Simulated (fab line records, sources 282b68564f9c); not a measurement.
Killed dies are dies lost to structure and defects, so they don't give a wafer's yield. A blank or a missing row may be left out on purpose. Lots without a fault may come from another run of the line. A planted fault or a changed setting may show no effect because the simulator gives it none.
One fault seen from 2 desks | flow rit_cmos | each desk has only its own numbers; what lay behind them comes last

THE TOOL OWNER'S DESK: pvd_sputter-01
The tool's own readings at RIT_M1_SPUTTER_00 (material Al, target thk 400 nm, time 500 s): means of the sampled wafers that have a number, for each lot that ran on this tool. A lot is out of limits, marked OUT, if its mean lies more than 4 standard deviations from the usual mean; the brackets give that distance.
Columns: A = cathode_dc_power_W at RIT_M1_SPUTTER_00, usual 2000.0 W; B = chamber_pressure_pa at RIT_M1_SPUTTER_00, usual 0.4002 Pa; C = substrate_temp_c at RIT_M1_SPUTTER_00, usual 25.01 C; D = throttle_valve_pct at RIT_M1_SPUTTER_00, usual 30.0 %
lot  | first seen here | A                        | B      | C     | D
L467 | day 4 19:10     | 1999.8                   | 0.4002 | 24.97 | 30.6
L477 | day 6 19:17     | 1986.7 (-41) OUT         | 0.4006 | 25.10 | 29.9
L479 | day 7 04:43     | 1959.6 (-99 or more) OUT | 0.3997 | 25.06 | 30.6
This desk's finding: out of limits on L477, L479; first on L477, day 6 19:17 (cathode_dc_power_W at RIT_M1_SPUTTER_00). In limits: L467.

THE METROLOGY DESK
What the gauges read, lot by lot, whatever tool the lot ran on: means of the sampled wafers that have a number. A lot is out of limits, marked OUT, if its mean lies more than 4 standard deviations from the usual mean; the brackets give that distance.
Columns: A = cd_nm at RIT_CONTACT_CD_MEAS_08, usual 1000.4 nm; B = CONTACT_OVL at RIT_CONTACT_OVL_MEAS_09, usual 0.2 nm; C = cd_nm at RIT_CONTACT_CD_MEAS_90, usual 1000.3 nm; D = M1_AL_RS at RIT_M1_RS_MEAS_01, usual 0.0734 ohm/sq; E = M1_AL_THK at RIT_M1_THK_MEAS_02, usual 397 nm; F = cd_nm at RIT_M1_CD_MEAS_09, usual 2600.4 nm; G = M1_OVL at RIT_M1_OVL_MEAS_10, usual 0.9 nm
lot  | first seen here | A      | B    | C      | D      | E   | F      | G
L467 | day 4 18:02     | 1000.4 | 0.3  | 1000.4 | 0.0724 | 400 | 2601.6 | 1.2
L474 | day 6 05:40     | 999.4  | -0.5 | 999.4  | 0.0735 | 400 | 2602.6 | 1.0
L477 | day 6 18:11     | 1003.6 | 0.7  | 1003.5 | 0.0740 | 396 | 2601.6 | 0.7
L478 | day 7 02:04     | 1001.0 | 1.7  | 1001.2 | 0.0741 | 394 | 2599.8 | 1.9
L479 | day 7 03:35     | 1000.8 | -0.1 | 1001.1 | 0.0759 | 385 | 2599.2 | -0.5
L484 | day 8 04:22     | 1003.0 | 0.8  | 1002.8 | 0.0742 | 389 | 2600.4 | 2.8
This desk's finding: nothing out of limits on any of the 6 lots.

PUT TOGETHER
The tool owner's desk could have raised an alarm at day 6 19:17, on L477, L479.
The metrology desk saw nothing out of limits.
The metrology desk has L477, L479 on record, within its limits.
Of the lots named, all ran RIT_M1_SPUTTER_00 on pvd_sputter-01.

WHAT THE SIMULATOR HAD PUT IN
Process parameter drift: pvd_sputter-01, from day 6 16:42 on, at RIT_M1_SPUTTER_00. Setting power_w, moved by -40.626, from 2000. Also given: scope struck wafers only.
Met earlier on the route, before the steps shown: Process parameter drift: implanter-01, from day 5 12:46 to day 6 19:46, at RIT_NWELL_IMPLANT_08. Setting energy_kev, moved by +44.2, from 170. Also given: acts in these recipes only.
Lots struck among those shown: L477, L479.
Hours from the fault's start to each desk's first reading out of limits: the tool owner's desk, 3.
